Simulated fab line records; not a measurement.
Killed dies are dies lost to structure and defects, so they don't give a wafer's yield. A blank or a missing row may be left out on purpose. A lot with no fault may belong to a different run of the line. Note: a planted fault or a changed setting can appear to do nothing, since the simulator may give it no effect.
fab line records || flow rit_cmos
record {"lots": 15, "wafers": 45, "last_day": 8}
route steps=202 shown NLDD@109 PLDD@120 CONTACT@177 M1@192
lots that met no fault: taken from a fault-free run of the same line
start_h: hours from the record's opening day to when the first of the lot's shown wafers began || wait_h: how many hours have passed since the lot's step before this one || " same as the row above || L1.1+2: a row that stands for several wafers || - either no value or no given start || * or withheld: withheld || < > ~ a bound
route shown NAME@n: names a module that has steps shown in the file, with the first one's number in the route || usual: mean and standard deviation over wafers with no fault || same: alike in all rows || chamber/n: place in a boat || sites: readings site by site || _std_site: their standard deviation || _edge_site: inner sites' mean taken away from outer sites' mean || radius_mm: how far each site lies from the wafer's centre || mask NAME#n: copy n || behind: the most recent tool/chamber to have shaped the wafer || hold: cause of the lot's hold/its duration in hours/its outcome || device: transistor that didn't switch, given as n, p or np || end of line: tests of these same wafers at the route's end || a step given without rows: its recipe and nothing more || killed: the dies lost at the first sort to structure and to defects; this is not the yield of the wafer || map: dies across one wafer; x = killed, . = not, _ = none there
set.NAME: setting as actually run; set.NAME@STEP: the setting as run at that earlier step || model.NAME: the simulator's own value behind a step, which no gauge read
route steps across a sampled set of lots; one table per step, one row per wafer
## steps
# step RIT_NLDD_OVL_MEAS_06
# usual {"NLDD_OVL": "-0.5/1.5"}
{"lot.wafer": "L995.1", "tool": "overlay-02", "chamber": "-", "start_h": 50.03, "wait_h": "-", "NLDD_OVL[nm]": -0.4}
{"lot.wafer": "L995.3", "tool": "overlay-02", "chamber": "-", "start_h": 50.03, "wait_h": "-", "NLDD_OVL[nm]": -2.1}
{"lot.wafer": "L995.6", "tool": "overlay-02", "chamber": "-", "start_h": 50.03, "wait_h": "-", "NLDD_OVL[nm]": -2.9}
{"lot.wafer": "L996.2", "tool": "overlay-01", "chamber": "-", "start_h": 55.60, "wait_h": "-", "NLDD_OVL[nm]": -1.9}
{"lot.wafer": "L996.3", "tool": "overlay-01", "chamber": "-", "start_h": 55.60, "wait_h": "-", "NLDD_OVL[nm]": -2.4}
{"lot.wafer": "L996.6", "tool": "overlay-01", "chamber": "-", "start_h": 55.60, "wait_h": "-", "NLDD_OVL[nm]": -1.6}
{"lot.wafer": "L997.1", "tool": "overlay-02", "chamber": "-", "start_h": 61.95, "wait_h": "-", "NLDD_OVL[nm]": 1.7}
{"lot.wafer": "L997.2", "tool": "overlay-02", "chamber": "-", "start_h": 61.95, "wait_h": "-", "NLDD_OVL[nm]": 1.4}
{"lot.wafer": "L997.4", "tool": "overlay-02", "chamber": "-", "start_h": 61.95, "wait_h": "-", "NLDD_OVL[nm]": 2.4}
{"lot.wafer": "L998.4", "tool": "overlay-02", "chamber": "-", "start_h": 67.15, "wait_h": "-", "NLDD_OVL[nm]": -1.8}
{"lot.wafer": "L998.5", "tool": "overlay-02", "chamber": "-", "start_h": 67.15, "wait_h": "-", "NLDD_OVL[nm]": -0.8}
{"lot.wafer": "L998.6", "tool": "overlay-02", "chamber": "-", "start_h": 67.15, "wait_h": "-", "NLDD_OVL[nm]": -1.2}
{"lot.wafer": "L100.3", "tool": "overlay-02", "chamber": "-", "start_h": 82.48, "wait_h": "-", "NLDD_OVL[nm]": 0.9}
{"lot.wafer": "L100.4", "tool": "overlay-02", "chamber": "-", "start_h": 82.48, "wait_h": "-", "NLDD_OVL[nm]": -1.2}
{"lot.wafer": "L100.6", "tool": "overlay-02", "chamber": "-", "start_h": 82.48, "wait_h": "-", "NLDD_OVL[nm]": 0.1}
{"lot.wafer": "L101.2", "tool": "overlay-01", "chamber": "-", "start_h": 85.12, "wait_h": "-", "NLDD_OVL[nm]": -3.7}
{"lot.wafer": "L101.5", "tool": "overlay-01", "chamber": "-", "start_h": 85.12, "wait_h": "-", "NLDD_OVL[nm]": -1.4}
{"lot.wafer": "L101.6", "tool": "overlay-01", "chamber": "-", "start_h": 85.12, "wait_h": "-", "NLDD_OVL[nm]": -2.1}
{"lot.wafer": "L102.1", "tool": "overlay-02", "chamber": "-", "start_h": 88.98, "wait_h": "-", "NLDD_OVL[nm]": -1.9}
{"lot.wafer": "L102.2", "tool": "overlay-02", "chamber": "-", "start_h": 88.98, "wait_h": "-", "NLDD_OVL[nm]": -2.0}
{"lot.wafer": "L102.3", "tool": "overlay-02", "chamber": "-", "start_h": 88.98, "wait_h": "-", "NLDD_OVL[nm]": -3.0}
{"lot.wafer": "L104.3", "tool": "overlay-01", "chamber": "-", "start_h": 96.05, "wait_h": "-", "NLDD_OVL[nm]": -0.7}
{"lot.wafer": "L104.5", "tool": "overlay-01", "chamber": "-", "start_h": 96.05, "wait_h": "-", "NLDD_OVL[nm]": -1.4}
{"lot.wafer": "L104.6", "tool": "overlay-01", "chamber": "-", "start_h": 96.05, "wait_h": "-", "NLDD_OVL[nm]": 1.0}
{"lot.wafer": "L105.3", "tool": "overlay-02", "chamber": "-", "start_h": 102.21, "wait_h": "-", "NLDD_OVL[nm]": 0.7}
{"lot.wafer": "L105.4", "tool": "overlay-02", "chamber": "-", "start_h": 102.21, "wait_h": "-", "NLDD_OVL[nm]": 1.1}
{"lot.wafer": "L105.6", "tool": "overlay-02", "chamber": "-", "start_h": 102.21, "wait_h": "-", "NLDD_OVL[nm]": 0.7}
{"lot.wafer": "L106.2", "tool": "overlay-02", "chamber": "-", "start_h": 106.61, "wait_h": "-", "NLDD_OVL[nm]": 0.5}
{"lot.wafer": "L106.5", "tool": "overlay-02", "chamber": "-", "start_h": 106.61, "wait_h": "-", "NLDD_OVL[nm]": 1.2}
{"lot.wafer": "L106.6", "tool": "overlay-02", "chamber": "-", "start_h": 106.61, "wait_h": "-", "NLDD_OVL[nm]": -0.7}
{"lot.wafer": "L107.1", "tool": "overlay-01", "chamber": "-", "start_h": 112.19, "wait_h": "-", "NLDD_OVL[nm]": -2.8}
{"lot.wafer": "L107.3", "tool": "overlay-01", "chamber": "-", "start_h": 112.19, "wait_h": "-", "NLDD_OVL[nm]": -1.9}
{"lot.wafer": "L107.5", "tool": "overlay-01", "chamber": "-", "start_h": 112.19, "wait_h": "-", "NLDD_OVL[nm]": -3.4}
{"lot.wafer": "L115.4", "tool": "overlay-02", "chamber": "-", "start_h": 144.80, "wait_h": "-", "NLDD_OVL[nm]": 1.4}
{"lot.wafer": "L115.5", "tool": "overlay-02", "chamber": "-", "start_h": 144.80, "wait_h": "-", "NLDD_OVL[nm]": 1.1}
{"lot.wafer": "L115.6", "tool": "overlay-02", "chamber": "-", "start_h": 144.80, "wait_h": "-", "NLDD_OVL[nm]": 3.1}
{"lot.wafer": "L116.2", "tool": "overlay-02", "chamber": "-", "start_h": 149.41, "wait_h": "-", "NLDD_OVL[nm]": -1.8}
{"lot.wafer": "L116.4", "tool": "overlay-02", "chamber": "-", "start_h": 149.41, "wait_h": "-", "NLDD_OVL[nm]": -1.8}
{"lot.wafer": "L116.5", "tool": "overlay-02", "chamber": "-", "start_h": 149.41, "wait_h": "-", "NLDD_OVL[nm]": 0.1}
{"lot.wafer": "L117.1", "tool": "overlay-01", "chamber": "-", "start_h": 157.20, "wait_h": "-", "NLDD_OVL[nm]": 0.2}
{"lot.wafer": "L117.3", "tool": "overlay-01", "chamber": "-", "start_h": 157.20, "wait_h": "-", "NLDD_OVL[nm]": -0.1}
{"lot.wafer": "L117.4", "tool": "overlay-01", "chamber": "-", "start_h": 157.20, "wait_h": "-", "NLDD_OVL[nm]": -0.3}
{"lot.wafer": "L118.2", "tool": "overlay-01", "chamber": "-", "start_h": 163.07, "wait_h": "-", "NLDD_OVL[nm]": 0.2}
{"lot.wafer": "L118.3", "tool": "overlay-01", "chamber": "-", "start_h": 163.07, "wait_h": "-", "NLDD_OVL[nm]": 1.1}
{"lot.wafer": "L118.6", "tool": "overlay-01", "chamber": "-", "start_h": 163.07, "wait_h": "-", "NLDD_OVL[nm]": -1.0}
# step RIT_PLDD_OVL_MEAS_06
# usual {"PLDD_OVL": "0.3/1.5"}
{"lot.wafer": "L995.1", "tool": "overlay-02", "chamber": "-", "start_h": 51.58, "wait_h": "-", "PLDD_OVL[nm]": 0.3}
{"lot.wafer": "L995.3", "tool": "overlay-02", "chamber": "-", "start_h": 51.58, "wait_h": "-", "PLDD_OVL[nm]": 1.1}
{"lot.wafer": "L995.6", "tool": "overlay-02", "chamber": "-", "start_h": 51.58, "wait_h": "-", "PLDD_OVL[nm]": 1.3}
{"lot.wafer": "L996.2", "tool": "overlay-01", "chamber": "-", "start_h": 57.16, "wait_h": "-", "PLDD_OVL[nm]": -2.3}
{"lot.wafer": "L996.3", "tool": "overlay-01", "chamber": "-", "start_h": 57.16, "wait_h": "-", "PLDD_OVL[nm]": -1.2}
{"lot.wafer": "L996.6", "tool": "overlay-01", "chamber": "-", "start_h": 57.16, "wait_h": "-", "PLDD_OVL[nm]": -0.7}
{"lot.wafer": "L997.1", "tool": "overlay-01", "chamber": "-", "start_h": 63.52, "wait_h": "-", "PLDD_OVL[nm]": 0.6}
{"lot.wafer": "L997.2", "tool": "overlay-01", "chamber": "-", "start_h": 63.52, "wait_h": "-", "PLDD_OVL[nm]": 0.2}
{"lot.wafer": "L997.4", "tool": "overlay-01", "chamber": "-", "start_h": 63.52, "wait_h": "-", "PLDD_OVL[nm]": 1.6}
{"lot.wafer": "L998.4", "tool": "overlay-02", "chamber": "-", "start_h": 68.77, "wait_h": "-", "PLDD_OVL[nm]": 0.6}
{"lot.wafer": "L998.5", "tool": "overlay-02", "chamber": "-", "start_h": 68.77, "wait_h": "-", "PLDD_OVL[nm]": -0.2}
{"lot.wafer": "L998.6", "tool": "overlay-02", "chamber": "-", "start_h": 68.77, "wait_h": "-", "PLDD_OVL[nm]": 0.0}
{"lot.wafer": "L100.3", "tool": "overlay-02", "chamber": "-", "start_h": 83.90, "wait_h": "-", "PLDD_OVL[nm]": -0.8}
{"lot.wafer": "L100.4", "tool": "overlay-02", "chamber": "-", "start_h": 83.90, "wait_h": "-", "PLDD_OVL[nm]": -2.1}
{"lot.wafer": "L100.6", "tool": "overlay-02", "chamber": "-", "start_h": 83.90, "wait_h": "-", "PLDD_OVL[nm]": -0.2}
{"lot.wafer": "L101.2", "tool": "overlay-01", "chamber": "-", "start_h": 86.54, "wait_h": "-", "PLDD_OVL[nm]": -2.7}
{"lot.wafer": "L101.5", "tool": "overlay-01", "chamber": "-", "start_h": 86.54, "wait_h": "-", "PLDD_OVL[nm]": -2.1}
{"lot.wafer": "L101.6", "tool": "overlay-01", "chamber": "-", "start_h": 86.54, "wait_h": "-", "PLDD_OVL[nm]": -1.5}
{"lot.wafer": "L102.1", "tool": "overlay-01", "chamber": "-", "start_h": 90.40, "wait_h": "-", "PLDD_OVL[nm]": -0.9}
{"lot.wafer": "L102.2", "tool": "overlay-01", "chamber": "-", "start_h": 90.40, "wait_h": "-", "PLDD_OVL[nm]": -1.4}
{"lot.wafer": "L102.3", "tool": "overlay-01", "chamber": "-", "start_h": 90.40, "wait_h": "-", "PLDD_OVL[nm]": -0.3}
{"lot.wafer": "L104.3", "tool": "overlay-02", "chamber": "-", "start_h": 97.64, "wait_h": "-", "PLDD_OVL[nm]": -0.4}
{"lot.wafer": "L104.5", "tool": "overlay-02", "chamber": "-", "start_h": 97.64, "wait_h": "-", "PLDD_OVL[nm]": -0.6}
{"lot.wafer": "L104.6", "tool": "overlay-02", "chamber": "-", "start_h": 97.64, "wait_h": "-", "PLDD_OVL[nm]": -1.0}
{"lot.wafer": "L105.3", "tool": "overlay-01", "chamber": "-", "start_h": 103.91, "wait_h": "-", "PLDD_OVL[nm]": 1.6}
{"lot.wafer": "L105.4", "tool": "overlay-01", "chamber": "-", "start_h": 103.91, "wait_h": "-", "PLDD_OVL[nm]": 1.2}
{"lot.wafer": "L105.6", "tool": "overlay-01", "chamber": "-", "start_h": 103.91, "wait_h": "-", "PLDD_OVL[nm]": 1.7}
{"lot.wafer": "L106.2", "tool": "overlay-02", "chamber": "-", "start_h": 108.03, "wait_h": "-", "PLDD_OVL[nm]": -0.4}
{"lot.wafer": "L106.5", "tool": "overlay-02", "chamber": "-", "start_h": 108.03, "wait_h": "-", "PLDD_OVL[nm]": 3.1}
{"lot.wafer": "L106.6", "tool": "overlay-02", "chamber": "-", "start_h": 108.03, "wait_h": "-", "PLDD_OVL[nm]": 0.6}
{"lot.wafer": "L107.1", "tool": "overlay-01", "chamber": "-", "start_h": 113.61, "wait_h": "-", "PLDD_OVL[nm]": 1.8}
{"lot.wafer": "L107.3", "tool": "overlay-01", "chamber": "-", "start_h": 113.61, "wait_h": "-", "PLDD_OVL[nm]": 0.5}
{"lot.wafer": "L107.5", "tool": "overlay-01", "chamber": "-", "start_h": 113.61, "wait_h": "-", "PLDD_OVL[nm]": 0.2}
{"lot.wafer": "L115.4", "tool": "overlay-02", "chamber": "-", "start_h": 146.22, "wait_h": "-", "PLDD_OVL[nm]": 0.7}
{"lot.wafer": "L115.5", "tool": "overlay-02", "chamber": "-", "start_h": 146.22, "wait_h": "-", "PLDD_OVL[nm]": -1.0}
{"lot.wafer": "L115.6", "tool": "overlay-02", "chamber": "-", "start_h": 146.22, "wait_h": "-", "PLDD_OVL[nm]": 2.3}
{"lot.wafer": "L116.2", "tool": "overlay-01", "chamber": "-", "start_h": 150.83, "wait_h": "-", "PLDD_OVL[nm]": 2.1}
{"lot.wafer": "L116.4", "tool": "overlay-01", "chamber": "-", "start_h": 150.83, "wait_h": "-", "PLDD_OVL[nm]": 2.9}
{"lot.wafer": "L116.5", "tool": "overlay-01", "chamber": "-", "start_h": 150.83, "wait_h": "-", "PLDD_OVL[nm]": 0.0}
{"lot.wafer": "L117.1", "tool": "overlay-02", "chamber": "-", "start_h": 158.95, "wait_h": "-", "PLDD_OVL[nm]": 1.7}
{"lot.wafer": "L117.3", "tool": "overlay-02", "chamber": "-", "start_h": 158.95, "wait_h": "-", "PLDD_OVL[nm]": 0.0}
{"lot.wafer": "L117.4", "tool": "overlay-02", "chamber": "-", "start_h": 158.95, "wait_h": "-", "PLDD_OVL[nm]": 1.0}
{"lot.wafer": "L118.2", "tool": "overlay-02", "chamber": "-", "start_h": 164.62, "wait_h": "-", "PLDD_OVL[nm]": 0.6}
{"lot.wafer": "L118.3", "tool": "overlay-02", "chamber": "-", "start_h": 164.62, "wait_h": "-", "PLDD_OVL[nm]": -0.1}
{"lot.wafer": "L118.6", "tool": "overlay-02", "chamber": "-", "start_h": 164.62, "wait_h": "-", "PLDD_OVL[nm]": -0.3}
# step RIT_CONTACT_OVL_MEAS_09
# usual {"CONTACT_OVL": "0.0/1.2"}
{"lot.wafer": "L995.1", "tool": "overlay-01", "chamber": "-", "start_h": 60.10, "wait_h": 0.1, "CONTACT_OVL[nm]": 0.4}
{"lot.wafer": "L995.3", "tool": "overlay-01", "chamber": "-", "start_h": 60.10, "wait_h": 0.1, "CONTACT_OVL[nm]": -1.5}
{"lot.wafer": "L995.6", "tool": "overlay-01", "chamber": "-", "start_h": 60.10, "wait_h": 0.1, "CONTACT_OVL[nm]": 0.2}
{"lot.wafer": "L996.2", "tool": "overlay-02", "chamber": "-", "start_h": 66.39, "wait_h": 0.1, "CONTACT_OVL[nm]": -1.7}
{"lot.wafer": "L996.3", "tool": "overlay-02", "chamber": "-", "start_h": 66.39, "wait_h": 0.1, "CONTACT_OVL[nm]": 0.0}
{"lot.wafer": "L996.6", "tool": "overlay-02", "chamber": "-", "start_h": 66.39, "wait_h": 0.1, "CONTACT_OVL[nm]": -0.4}
{"lot.wafer": "L997.1", "tool": "overlay-02", "chamber": "-", "start_h": 72.22, "wait_h": 0.1, "CONTACT_OVL[nm]": -0.2}
{"lot.wafer": "L997.2", "tool": "overlay-02", "chamber": "-", "start_h": 72.22, "wait_h": 0.1, "CONTACT_OVL[nm]": 0.7}
{"lot.wafer": "L997.4", "tool": "overlay-02", "chamber": "-", "start_h": 72.22, "wait_h": 0.1, "CONTACT_OVL[nm]": 0.1}
{"lot.wafer": "L998.4", "tool": "overlay-01", "chamber": "-", "start_h": 77.64, "wait_h": 0.1, "CONTACT_OVL[nm]": -1.3}
{"lot.wafer": "L998.5", "tool": "overlay-01", "chamber": "-", "start_h": 77.64, "wait_h": 0.1, "CONTACT_OVL[nm]": 0.4}
{"lot.wafer": "L998.6", "tool": "overlay-01", "chamber": "-", "start_h": 77.64, "wait_h": 0.1, "CONTACT_OVL[nm]": -0.1}
{"lot.wafer": "L100.3", "tool": "overlay-01", "chamber": "-", "start_h": 93.11, "wait_h": 0.1, "CONTACT_OVL[nm]": 1.9}
{"lot.wafer": "L100.4", "tool": "overlay-01", "chamber": "-", "start_h": 93.11, "wait_h": 0.1, "CONTACT_OVL[nm]": 1.2}
{"lot.wafer": "L100.6", "tool": "overlay-01", "chamber": "-", "start_h": 93.11, "wait_h": 0.1, "CONTACT_OVL[nm]": 1.1}
{"lot.wafer": "L101.2", "tool": "overlay-02", "chamber": "-", "start_h": 95.97, "wait_h": 0.1, "CONTACT_OVL[nm]": 0.3}
{"lot.wafer": "L101.5", "tool": "overlay-02", "chamber": "-", "start_h": 95.97, "wait_h": 0.1, "CONTACT_OVL[nm]": 2.4}
{"lot.wafer": "L101.6", "tool": "overlay-02", "chamber": "-", "start_h": 95.97, "wait_h": 0.1, "CONTACT_OVL[nm]": 3.5}
{"lot.wafer": "L102.1", "tool": "overlay-01", "chamber": "-", "start_h": 99.56, "wait_h": 0.1, "CONTACT_OVL[nm]": -1.8}
{"lot.wafer": "L102.2", "tool": "overlay-01", "chamber": "-", "start_h": 99.56, "wait_h": 0.1, "CONTACT_OVL[nm]": -1.5}
{"lot.wafer": "L102.3", "tool": "overlay-01", "chamber": "-", "start_h": 99.56, "wait_h": 0.1, "CONTACT_OVL[nm]": -0.1}
{"lot.wafer": "L104.3", "tool": "overlay-01", "chamber": "-", "start_h": 106.71, "wait_h": 0.1, "CONTACT_OVL[nm]": -0.7}
{"lot.wafer": "L104.5", "tool": "overlay-01", "chamber": "-", "start_h": 106.71, "wait_h": 0.1, "CONTACT_OVL[nm]": -1.6}
{"lot.wafer": "L104.6", "tool": "overlay-01", "chamber": "-", "start_h": 106.71, "wait_h": 0.1, "CONTACT_OVL[nm]": -1.8}
{"lot.wafer": "L105.3", "tool": "overlay-02", "chamber": "-", "start_h": 112.80, "wait_h": 0.1, "CONTACT_OVL[nm]": 1.5}
{"lot.wafer": "L105.4", "tool": "overlay-02", "chamber": "-", "start_h": 112.80, "wait_h": 0.1, "CONTACT_OVL[nm]": 1.1}
{"lot.wafer": "L105.6", "tool": "overlay-02", "chamber": "-", "start_h": 112.80, "wait_h": 0.1, "CONTACT_OVL[nm]": 1.3}
{"lot.wafer": "L106.2", "tool": "overlay-02", "chamber": "-", "start_h": 117.32, "wait_h": 0.1, "CONTACT_OVL[nm]": 0.4}
{"lot.wafer": "L106.5", "tool": "overlay-02", "chamber": "-", "start_h": 117.32, "wait_h": 0.1, "CONTACT_OVL[nm]": 0.1}
{"lot.wafer": "L106.6", "tool": "overlay-02", "chamber": "-", "start_h": 117.32, "wait_h": 0.1, "CONTACT_OVL[nm]": 1.5}
{"lot.wafer": "L107.1", "tool": "overlay-01", "chamber": "-", "start_h": 122.71, "wait_h": 0.1, "CONTACT_OVL[nm]": 1.4}
{"lot.wafer": "L107.3", "tool": "overlay-01", "chamber": "-", "start_h": 122.71, "wait_h": 0.1, "CONTACT_OVL[nm]": -0.6}
{"lot.wafer": "L107.5", "tool": "overlay-01", "chamber": "-", "start_h": 122.71, "wait_h": 0.1, "CONTACT_OVL[nm]": 0.1}
{"lot.wafer": "L115.4", "tool": "overlay-01", "chamber": "-", "start_h": 154.83, "wait_h": 0.1, "CONTACT_OVL[nm]": -2.5}
{"lot.wafer": "L115.5", "tool": "overlay-01", "chamber": "-", "start_h": 154.83, "wait_h": 0.1, "CONTACT_OVL[nm]": -1.8}
{"lot.wafer": "L115.6", "tool": "overlay-01", "chamber": "-", "start_h": 154.83, "wait_h": 0.1, "CONTACT_OVL[nm]": -3.2}
{"lot.wafer": "L116.2", "tool": "overlay-02", "chamber": "-", "start_h": 159.71, "wait_h": 0.1, "CONTACT_OVL[nm]": 1.5}
{"lot.wafer": "L116.4", "tool": "overlay-02", "chamber": "-", "start_h": 159.71, "wait_h": 0.1, "CONTACT_OVL[nm]": -0.5}
{"lot.wafer": "L116.5", "tool": "overlay-02", "chamber": "-", "start_h": 159.71, "wait_h": 0.1, "CONTACT_OVL[nm]": 0.7}
{"lot.wafer": "L117.1", "tool": "overlay-01", "chamber": "-", "start_h": 168.60, "wait_h": 0.1, "CONTACT_OVL[nm]": -0.8}
{"lot.wafer": "L117.3", "tool": "overlay-01", "chamber": "-", "start_h": 168.60, "wait_h": 0.1, "CONTACT_OVL[nm]": 0.4}
{"lot.wafer": "L117.4", "tool": "overlay-01", "chamber": "-", "start_h": 168.60, "wait_h": 0.1, "CONTACT_OVL[nm]": 0.7}
{"lot.wafer": "L118.2", "tool": "overlay-02", "chamber": "-", "start_h": 174.41, "wait_h": 0.1, "CONTACT_OVL[nm]": -0.5}
{"lot.wafer": "L118.3", "tool": "overlay-02", "chamber": "-", "start_h": 174.41, "wait_h": 0.1, "CONTACT_OVL[nm]": 0.4}
{"lot.wafer": "L118.6", "tool": "overlay-02", "chamber": "-", "start_h": 174.41, "wait_h": 0.1, "CONTACT_OVL[nm]": 1.8}
# step RIT_M1_DEVELOP_08
# recipe {"resist": "NOVOLAK", "develop_time_s": 68, "dev_temp_c": 23}
# usual {"chill_plate_temp_C": "22.98/0.1", "develop_time_s": "68/0"}
{"lot.wafer": "L995.1", "tool": "litho_track-02", "chamber": 0, "start_h": 62, "wait_h": "-", "chill_plate_temp_C": 22.90, "develop_time_s": 68}
{"lot.wafer": "L995.3", "tool": "litho_track-02", "chamber": 0, "start_h": 62, "wait_h": "-", "chill_plate_temp_C": 22.95, "develop_time_s": 68}
{"lot.wafer": "L995.6", "tool": "litho_track-02", "chamber": 0, "start_h": 62, "wait_h": "-", "chill_plate_temp_C": 23.04, "develop_time_s": 68}
{"lot.wafer": "L996.2", "tool": "litho_track-02", "chamber": 0, "start_h": 68, "wait_h": "-", "chill_plate_temp_C": 23.00, "develop_time_s": 68}
{"lot.wafer": "L996.3", "tool": "litho_track-02", "chamber": 0, "start_h": 68, "wait_h": "-", "chill_plate_temp_C": 23.06, "develop_time_s": 68}
{"lot.wafer": "L996.6", "tool": "litho_track-02", "chamber": 0, "start_h": 69, "wait_h": "-", "chill_plate_temp_C": 23.09, "develop_time_s": 68}
{"lot.wafer": "L997.1", "tool": "litho_track-01", "chamber": 0, "start_h": 74, "wait_h": "-", "chill_plate_temp_C": 23.11, "develop_time_s": 68}
{"lot.wafer": "L997.2", "tool": "litho_track-01", "chamber": 0, "start_h": 74, "wait_h": "-", "chill_plate_temp_C": 23.03, "develop_time_s": 68}
{"lot.wafer": "L997.4", "tool": "litho_track-01", "chamber": 0, "start_h": 74, "wait_h": "-", "chill_plate_temp_C": 23.04, "develop_time_s": 68}
{"lot.wafer": "L998.4", "tool": "litho_track-04", "chamber": 0, "start_h": 80, "wait_h": "-", "chill_plate_temp_C": 22.88, "develop_time_s": 68}
{"lot.wafer": "L998.5", "tool": "litho_track-04", "chamber": 0, "start_h": 80, "wait_h": "-", "chill_plate_temp_C": 22.95, "develop_time_s": 68}
{"lot.wafer": "L998.6", "tool": "litho_track-04", "chamber": 0, "start_h": 80, "wait_h": "-", "chill_plate_temp_C": 22.96, "develop_time_s": 68}
{"lot.wafer": "L100.3", "tool": "litho_track-04", "chamber": 0, "start_h": 95, "wait_h": "-", "chill_plate_temp_C": 22.99, "develop_time_s": 68}
{"lot.wafer": "L100.4", "tool": "litho_track-04", "chamber": 0, "start_h": 95, "wait_h": "-", "chill_plate_temp_C": 23.13, "develop_time_s": 68}
{"lot.wafer": "L100.6", "tool": "litho_track-04", "chamber": 0, "start_h": 95, "wait_h": "-", "chill_plate_temp_C": 22.90, "develop_time_s": 68}
{"lot.wafer": "L101.2", "tool": "litho_track-02", "chamber": 0, "start_h": 98, "wait_h": "-", "chill_plate_temp_C": 22.99, "develop_time_s": 68}
{"lot.wafer": "L101.5", "tool": "litho_track-02", "chamber": 0, "start_h": 98, "wait_h": "-", "chill_plate_temp_C": 23.19, "develop_time_s": 68}
{"lot.wafer": "L101.6", "tool": "litho_track-02", "chamber": 0, "start_h": 98, "wait_h": "-", "chill_plate_temp_C": 23.03, "develop_time_s": 68}
{"lot.wafer": "L102.1", "tool": "litho_track-02", "chamber": 0, "start_h": 101, "wait_h": "-", "chill_plate_temp_C": 22.83, "develop_time_s": 68}
{"lot.wafer": "L102.2", "tool": "litho_track-02", "chamber": 0, "start_h": 101, "wait_h": "-", "chill_plate_temp_C": 22.83, "develop_time_s": 68}
{"lot.wafer": "L102.3", "tool": "litho_track-02", "chamber": 0, "start_h": 101, "wait_h": "-", "chill_plate_temp_C": 23.03, "develop_time_s": 68}
{"lot.wafer": "L104.3", "tool": "litho_track-04", "chamber": 0, "start_h": 109, "wait_h": "-", "chill_plate_temp_C": 22.98, "develop_time_s": 68}
{"lot.wafer": "L104.5", "tool": "litho_track-04", "chamber": 0, "start_h": 109, "wait_h": "-", "chill_plate_temp_C": 23.08, "develop_time_s": 68}
{"lot.wafer": "L104.6", "tool": "litho_track-04", "chamber": 0, "start_h": 109, "wait_h": "-", "chill_plate_temp_C": 22.97, "develop_time_s": 68}
{"lot.wafer": "L105.3", "tool": "litho_track-04", "chamber": "-", "start_h": 115, "wait_h": "-", "chill_plate_temp_C": "-", "develop_time_s": "-"}
{"lot.wafer": "L105.4", "tool": "litho_track-04", "chamber": "-", "start_h": 115, "wait_h": "-", "chill_plate_temp_C": "-", "develop_time_s": "-"}
{"lot.wafer": "L105.6", "tool": "litho_track-04", "chamber": "-", "start_h": 115, "wait_h": "-", "chill_plate_temp_C": "-", "develop_time_s": "-"}
{"lot.wafer": "L106.2", "tool": "litho_track-04", "chamber": "-", "start_h": 119, "wait_h": "-", "chill_plate_temp_C": "-", "develop_time_s": "-"}
{"lot.wafer": "L106.5", "tool": "litho_track-04", "chamber": "-", "start_h": 119, "wait_h": "-", "chill_plate_temp_C": "-", "develop_time_s": "-"}
{"lot.wafer": "L106.6", "tool": "litho_track-04", "chamber": "-", "start_h": 119, "wait_h": "-", "chill_plate_temp_C": "-", "develop_time_s": "-"}
{"lot.wafer": "L107.1", "tool": "litho_track-04", "chamber": "-", "start_h": 125, "wait_h": "-", "chill_plate_temp_C": "-", "develop_time_s": "-"}
{"lot.wafer": "L107.3", "tool": "litho_track-04", "chamber": "-", "start_h": 125, "wait_h": "-", "chill_plate_temp_C": "-", "develop_time_s": "-"}
{"lot.wafer": "L107.5", "tool": "litho_track-04", "chamber": "-", "start_h": 125, "wait_h": "-", "chill_plate_temp_C": "-", "develop_time_s": "-"}
{"lot.wafer": "L115.4", "tool": "litho_track-04", "chamber": 0, "start_h": 157, "wait_h": "-", "chill_plate_temp_C": 23.05, "develop_time_s": 68}
{"lot.wafer": "L115.5", "tool": "litho_track-04", "chamber": 0, "start_h": 157, "wait_h": "-", "chill_plate_temp_C": 23.03, "develop_time_s": 68}
{"lot.wafer": "L115.6", "tool": "litho_track-04", "chamber": 0, "start_h": 157, "wait_h": "-", "chill_plate_temp_C": 23.02, "develop_time_s": 68}
{"lot.wafer": "L116.2", "tool": "litho_track-04", "chamber": 0, "start_h": 162, "wait_h": "-", "chill_plate_temp_C": 23.06, "develop_time_s": 68}
{"lot.wafer": "L116.4", "tool": "litho_track-04", "chamber": 0, "start_h": 162, "wait_h": "-", "chill_plate_temp_C": 22.89, "develop_time_s": 68}
{"lot.wafer": "L116.5", "tool": "litho_track-04", "chamber": 0, "start_h": 162, "wait_h": "-", "chill_plate_temp_C": 23.02, "develop_time_s": 68}
{"lot.wafer": "L117.1", "tool": "litho_track-04", "chamber": 0, "start_h": 171, "wait_h": "-", "chill_plate_temp_C": 23.00, "develop_time_s": 68}
{"lot.wafer": "L117.3", "tool": "litho_track-04", "chamber": 0, "start_h": 171, "wait_h": "-", "chill_plate_temp_C": 22.98, "develop_time_s": 68}
{"lot.wafer": "L117.4", "tool": "litho_track-04", "chamber": 0, "start_h": 171, "wait_h": "-", "chill_plate_temp_C": 22.85, "develop_time_s": 68}
{"lot.wafer": "L118.2", "tool": "litho_track-04", "chamber": 0, "start_h": 176, "wait_h": "-", "chill_plate_temp_C": 22.91, "develop_time_s": 68}
{"lot.wafer": "L118.3", "tool": "litho_track-04", "chamber": 0, "start_h": 176, "wait_h": "-", "chill_plate_temp_C": 22.90, "develop_time_s": 68}
{"lot.wafer": "L118.6", "tool": "litho_track-04", "chamber": 0, "start_h": 177, "wait_h": "-", "chill_plate_temp_C": 22.79, "develop_time_s": 68}
## key
first_sign {"step": "RIT_M1_DEVELOP_08", "reading": "tool_record", "direction": "missing"}
effect none on later readings
met_at RIT_M1_DEVELOP_08
struck_lots L105,L106,L107
later_rows_left_out L105.3,L105.4,L105.6,L106.2,L106.5,L106.6,L107.1,L107.3,L107.5
sort_left_out L105.3,L105.4,L105.6,L106.2,L106.5,L106.6,L107.1,L107.3,L107.5
not_acting_at RIT_NLDD_OVL_MEAS_06,RIT_PLDD_OVL_MEAS_06,RIT_CONTACT_OVL_MEAS_09
onset_between 109 115
fault {"kind": "skipped_step_whole", "tool": "litho_track-04", "chamber": "-", "onset_h": 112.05, "steps": "RIT_M1_DEVELOP_08", "scope": "struck_lots_only"}
# sort_left_out: the simulated sort isn't trusted on such a fault, so these wafers' sort isn't shown, and their yield isn't known
# later_rows_left_out: the simulator's readings of these wafers behind a module that went badly wrong aren't trusted and aren't shown, but for the sort
